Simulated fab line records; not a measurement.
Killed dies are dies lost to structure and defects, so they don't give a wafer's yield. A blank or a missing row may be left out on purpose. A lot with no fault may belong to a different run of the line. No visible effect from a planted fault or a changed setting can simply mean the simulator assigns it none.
Which of the tools did it? | flow rit_cmos | 42 wafers from 14 lots sampled at 2 of the route's 202 steps

## WHAT EACH GAUGE READ, for each wafer
RIT_PLDD_TW_MEAS_10. Usual: PLDD_TW 2350, standard deviation 20.
lot  | measured    | on            | PLDD_TW        | flag
L323 | day 2 22:13 | film_metro-01 | 2337 2339 2348 |
L324 | day 3 02:23 | film_metro-04 | 2319 2326 2319 |
L325 | day 3 09:49 | film_metro-02 | 2368 2361 2368 |
L328 | day 3 23:14 | film_metro-02 | 2374 2380 2397 |
L330 | day 4 11:41 | film_metro-01 | 30 30 30       | OFF
L331 | day 4 14:14 | film_metro-01 | 30 30 30       | OFF
L339 | day 6 06:04 | film_metro-04 | 2339 2332 2345 |
L340 | day 6 09:51 | film_metro-04 | 2338 2340 2353 |
L341 | day 6 20:59 | film_metro-04 | 2346 2342 2334 |
L342 | day 7 02:25 | film_metro-02 | 2371 2346 2366 |
L343 | day 7 06:09 | film_metro-02 | 2344 2352 2354 |
L344 | day 7 10:16 | film_metro-01 | 2344 2318 2329 |
L345 | day 7 16:11 | film_metro-04 | 2322 2322 2320 |
L346 | day 8 00:28 | film_metro-02 | 2361 2389 2387 |

## WHAT TOOL EACH LOT RAN ON (gives the tool, then ch and the chambers of the sampled wafers, and finally the start)
lot  | RIT_NLDD_STRIP_09
L323 | plasma_asher-01 ch 0,1, day 2 20:32
L324 | plasma_asher-02 ch 0,1, day 3 00:46
L325 | plasma_asher-02 ch 0,1, day 3 08:06
L328 | plasma_asher-04 ch 0,1, day 3 21:31
L330 | plasma_asher-04 ch 0,1, day 4 10:05
L331 | plasma_asher-02 ch 0,1, day 4 12:31
L339 | plasma_asher-01 ch 0,1, day 6 04:29
L340 | plasma_asher-02 ch 0,1, day 6 08:15
L341 | plasma_asher-01 ch 0,1, day 6 19:23
L342 | plasma_asher-01 ch 0,1, day 7 00:49
L343 | plasma_asher-01 ch 0,1, day 7 04:33
L344 | plasma_asher-02 ch 0,1, day 7 08:35
L345 | plasma_asher-01 ch 0,1, day 7 14:19
L346 | plasma_asher-02 ch 0,1, day 7 22:52
- RIT_NLDD_STRIP_09: strips in O2, time 180 s.

## WHAT THE TOOLS THEMSELVES READ (means of the sampled wafers that have a number; where no wafer has one, the mark that the record gives instead)
RIT_NLDD_STRIP_09. Usual: chamber_pressure_mTorr 4000 mTorr, standard deviation 3.9; drypump_motor_current_A 5.8 A, standard deviation 0.61.
lot  | tool            | chamber_pressure_mTorr (mTorr) | drypump_motor_current_A (A) | flag
L323 | plasma_asher-01 | 4002                           | 5.9                         |
L324 | plasma_asher-02 | 4000                           | 5.2                         |
L325 | plasma_asher-02 | 4000                           | 5.2                         |
L328 | plasma_asher-04 | 3999                           | 6.0                         |
L330 | plasma_asher-04 | -                              | -                           | OFF
L331 | plasma_asher-02 | -                              | -                           | OFF
L339 | plasma_asher-01 | 3999                           | 6.2                         |
L340 | plasma_asher-02 | 4001                           | 5.6                         |
L341 | plasma_asher-01 | 3997                           | 6.2                         |
L342 | plasma_asher-01 | 4002                           | 6.2                         |
L343 | plasma_asher-01 | 3999                           | 5.9                         |
L344 | plasma_asher-02 | 4001                           | 5.5                         |
L345 | plasma_asher-01 | 3998                           | 6.2                         |
L346 | plasma_asher-02 | 3999                           | 5.5                         |

## THE ANSWER, worked out from the rows above alone
Rule: a lot counts as off when the mean over its wafers that have a number is more than 3 standard deviations away from the usual mean. A lot without any number at a reading at which 4 lots or more have one is off too. Any other lot the step has rows for is counted as sound. The gauges are gone through in route order, then the tools' own readings, and for those a lot's mean is taken as printed above. At the first step where some lot is off, the reading lying furthest off is the one used; lots without a number count as furthest.
Off: L330, L331, at RIT_PLDD_TW_MEAS_10 (PLDD_TW).
A tool fits if, at a process step before that reading, it ran every lot that is off, and no sound lot after the first of them. The gauges at RIT_PLDD_TW_MEAS_10 aren't tried: what is off there is off at RIT_NLDD_STRIP_09 too, on other tools, and a gauge's error can't cause that. None of those tried fits.

## WHAT THE SIMULATOR PUT IN
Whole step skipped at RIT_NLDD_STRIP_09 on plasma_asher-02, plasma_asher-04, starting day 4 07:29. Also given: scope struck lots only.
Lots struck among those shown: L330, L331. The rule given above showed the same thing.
